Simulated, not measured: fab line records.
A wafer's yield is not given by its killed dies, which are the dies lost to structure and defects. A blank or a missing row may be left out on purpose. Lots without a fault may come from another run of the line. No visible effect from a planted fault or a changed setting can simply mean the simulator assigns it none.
The same fault as seen by 2 desks / flow ritCmos / each desk has only its own numbers; what lay behind them comes last

== FROM THE METROLOGY DESK ==
Lot by lot, what the gauges showed, no matter which tool ran the lot: averages of those sampled wafers that carry a number. Marked OUT: a lot whose mean sits more than 4 standard deviations from the usual mean, which makes it out of limits; the brackets give that distance.
Columns: A = cdNm at RIT_GATE_CD_MEAS_16, usual 149.9 nm; B = cdNm at RIT_M1_CD_MEAS_09, usual 2599.6 nm
lot=L314; first seen here=day 2 11:41; A=147.3; B=2603.1
lot=L315; first seen here=day 2 18:03; A=145.5; B=2597.6
lot=L318; first seen here=day 3 09:15; A=148.6; B=2602.2
lot=L319; first seen here=day 3 13:14; A=148.4; B=2599.5
lot=L320; first seen here=day 3 17:59; A=149.3; B=2602.3
lot=L321; first seen here=day 3 23:49; A=153.0; B=2602.0
lot=L322; first seen here=day 4 05:19; A=148.9; B=2598.2
lot=L324; first seen here=day 4 14:41; A=149.3; B=2598.1
lot=L327; first seen here=day 5 06:06; A=150.9; B=2599.1
lot=L331; first seen here=day 6 01:05; A=148.2; B=2599.3
lot=L332; first seen here=day 6 06:48; A=154.7; B=2602.5
lot=L333; first seen here=day 6 11:23; A=148.8; B=2598.1
lot=L335; first seen here=day 6 21:35; A=148.5; B=2598.8
lot=L336; first seen here=day 7 02:38; A=149.6; B=2601.3
This desk's verdict: no lot among the 14 shows anything out of limits.

== AT THE TOOL OWNER'S DESK: rieDiel-01 ==
The tool's own readings at RIT_CONTACT_ETCH_11 (etches SiO2 in CHF3/CF4/Ar, stops on TiSi2, target depth 480 nm, time 320 s): means of the sampled wafers that have a number, for each lot that ran on this tool. Marked OUT: a lot whose mean sits more than 4 standard deviations from the usual mean, which makes it out of limits; the brackets give that distance.
Columns: A = drypumpMotorCurrentA at RIT_CONTACT_ETCH_11, usual 5.9 A; B = oesProductAu at RIT_CONTACT_ETCH_11, usual 0.985 a.u.; C = throttleValvePct at RIT_CONTACT_ETCH_11, usual 8.82 %
lot=L315; first seen here=day 3 09:29; A=5.6; B=0.993; C=8.79
lot=L320; first seen here=day 4 09:07; A=5.2; B=0.973; C=8.86
lot=L321; first seen here=day 4 15:12; A=5.7; B=1.003; C=8.73
lot=L327; first seen here=day 5 21:01; A=5.5; B=0.987; C=8.77
lot=L331; first seen here=day 6 16:37; A=5.5; B=0.993; C=8.77
This desk's verdict: no lot among the 5 shows anything out of limits.

== ALL TOGETHER ==
Nothing out of limits was seen by the metrology desk.
The desk of the tool owner found nothing out of limits.

== WHAT THE SIMULATOR HAD PUT IN ==
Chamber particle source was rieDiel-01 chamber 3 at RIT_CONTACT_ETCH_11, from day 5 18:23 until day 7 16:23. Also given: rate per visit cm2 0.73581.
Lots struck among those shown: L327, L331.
